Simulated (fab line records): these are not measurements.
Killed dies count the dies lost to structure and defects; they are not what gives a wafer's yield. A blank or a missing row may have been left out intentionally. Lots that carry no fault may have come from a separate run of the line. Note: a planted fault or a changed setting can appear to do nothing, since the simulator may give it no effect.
Struck lot and sound lot, side by side	flow rit_cmos	17 steps out of a route of 202
Sound: these wafers, L859.1, L859.2, L859.5. Struck: wafer L864.5 (left out: L864.2, L864.6 of the same lot, which were not struck); the cause appears at the end.
At each step with rows: each side's tool, then ch and its chambers, then its first start. Under that, the readings that differ: sound wafers	struck wafers	difference of the means	sigmas: that difference in standard deviations of wafers without a fault.
alike: words and numbers the same on both sides, and readings whose means are apart by under 2 such deviations; not compared: readings that were withheld, readings missing a value for some wafer, numbers with overlapping values and no deviation given by the record, and bounds like >300 which may hide the same value.
A row with sigmas, a row that says differs or no value, or rows on one side alone: a step with any of these is where the two part. Non-overlapping numbers with no deviation appear without sigmas and do not part them. Lack of a reading on every wafer of one side parts them only where that side has two or more wafers.

first, 1 step without rows for these wafers: RIT_PSD_IMPLANT_08.
RIT_PSD_STRIP_09: strips in O2, time 180 s.
  sound on plasma_asher-02 ch 0,1, day 4 22:52; struck on plasma_asher-03 ch 1, day 5 23:26
  alike: drypump_motor_current_A
  not compared: rf_hours_counter_h
RIT_PSD_TW_MEAS_10:
  sound: film_metro-03 at day 4 23:02; struck: film_metro-01 at day 5 23:37
  alike: PSD_TW
then, 3 steps without rows for these wafers: RIT_SDANNEAL_CLEAN_00 (cleans in SC1, time 600 s); RIT_SDANNEAL_CLEAN_01 (cleans in dHF, time 30 s); RIT_SDANNEAL_CLEAN_02 (cleans in SC2, time 600 s).
RIT_SDANNEAL_RTA_03: time 5 s.
  sound on rtp_anneal-01 ch 0, day 4 23:28; struck on rtp_anneal-02 ch 0, day 6 00:02
  alike: wafer_temp_C_max
RIT_SDANNEAL_RS_MEAS_04: uses a four-point probe to measure.
  sound: film_metro-03 at day 4 23:31; struck: film_metro-03 at day 6 00:07
  alike: PSD_RS
RIT_SDANNEAL_RS_MEAS_05: uses a four-point probe to measure.
  sound: film_metro-03 at day 4 23:38; struck: film_metro-03 at day 6 00:14
  alike: NSD_RS
RIT_SDANNEAL_RS_MEAS_06: uses a four-point probe to measure.
  sound: film_metro-03 at day 4 23:46; struck: film_metro-03 at day 6 00:21
  alike: PLDD_RS
RIT_SDANNEAL_RS_MEAS_07: uses a four-point probe to measure.
  sound: film_metro-03 at day 4 23:53; struck: film_metro-03 at day 6 00:28
reading	sound	struck	difference	sigmas
NLDD_RS (ohm/sq)	151.2 151.2 151.2	152.2	+1.0	+2
then, 1 step without rows for these wafers: RIT_SILICIDE_WET_ETCH_00 (etches SiO2 in BOE, target depth 14 nm, time 15 s).
RIT_SILICIDE_SPUTTER_01: material Ti, target thk 30 nm, time 240 s.
  sound: pvd_sputter-01 at day 5 00:01; struck: pvd_sputter-01 at day 6 00:35
reading	sound	struck	difference	sigmas
model.Ti_of_SILICIDE_SPUTTER_01.thk_nm (nm)	32.15 31.89 31.67	9.936	-21.967	
  alike: chamber_pressure_pa, throttle_valve_pct
RIT_SILICIDE_RS_MEAS_02: uses a four-point probe to measure.
  sound: film_metro-04 at day 5 00:10; struck: film_metro-04 at day 6 00:45
reading	sound	struck	difference	sigmas
SILICIDE_TI_RS (ohm/sq)	43.9 44.4 44.8	201.8	+157.4	+99 or more
RIT_SILICIDE_THK_MEAS_03: measures by xrf.
  sound: film_metro-04 at day 5 00:17; struck: film_metro-04 at day 6 00:52
reading	sound	struck	difference	sigmas
SILICIDE_TI_THK (nm)	32.6 32.3 31.9	10.1	-22.2	-46
RIT_SILICIDE_RTA_04: time 10 s, ramp up 5 s, ramp down 5 s.
  sound on rtp_anneal-02 ch 0, day 5 00:20; struck on rtp_anneal-01 ch 0, day 6 00:56
  alike: wafer_temp_C_max
RIT_M1_PROBE_99:
  sound: prober-02 at day 5 07:40; struck: prober-01 at day 6 08:01
reading	sound	struck	difference	sigmas
model.etest.npoly_line.line_ohm_um	165.1 169.9 169.3	393.6	+225.5	
model.etest.ppoly_line.line_ohm_um	158.2 162.5 161.2	352.1	+191.5	
model.etest.npoly_line.rs_ohm_sq	16.17 16.4 16.33	47.91	+31.61	
model.etest.ppoly_line.rs_ohm_sq	15.65 15.73 15.78	42.71	+26.99	
model.etest.ppoly_line.width_nm (nm)	98.86 96.9 97.06	123	+25	
model.etest.npoly_line.width_nm (nm)	98.38 96.02 96.22	121	+24	
model.etest.contact_pplus.end_ohm_um	47.45 46.26 46.14	30.56	-16.06	
model.etest.npoly_sal.rs_ohm_sq	4.064 4.151 4.13	14.34	+10.22	
  alike: killed_at_contacts, killed_at_front_end, killed_dies, killed_open, killed_short

== WHERE THEY PART ==
First at RIT_SDANNEAL_RS_MEAS_07; last, within this record, at RIT_SILICIDE_THK_MEAS_03. Later steps at which nothing parts them and some readings are alike: RIT_SILICIDE_RTA_04, RIT_M1_PROBE_99.

WHY: what had been put in by the simulator
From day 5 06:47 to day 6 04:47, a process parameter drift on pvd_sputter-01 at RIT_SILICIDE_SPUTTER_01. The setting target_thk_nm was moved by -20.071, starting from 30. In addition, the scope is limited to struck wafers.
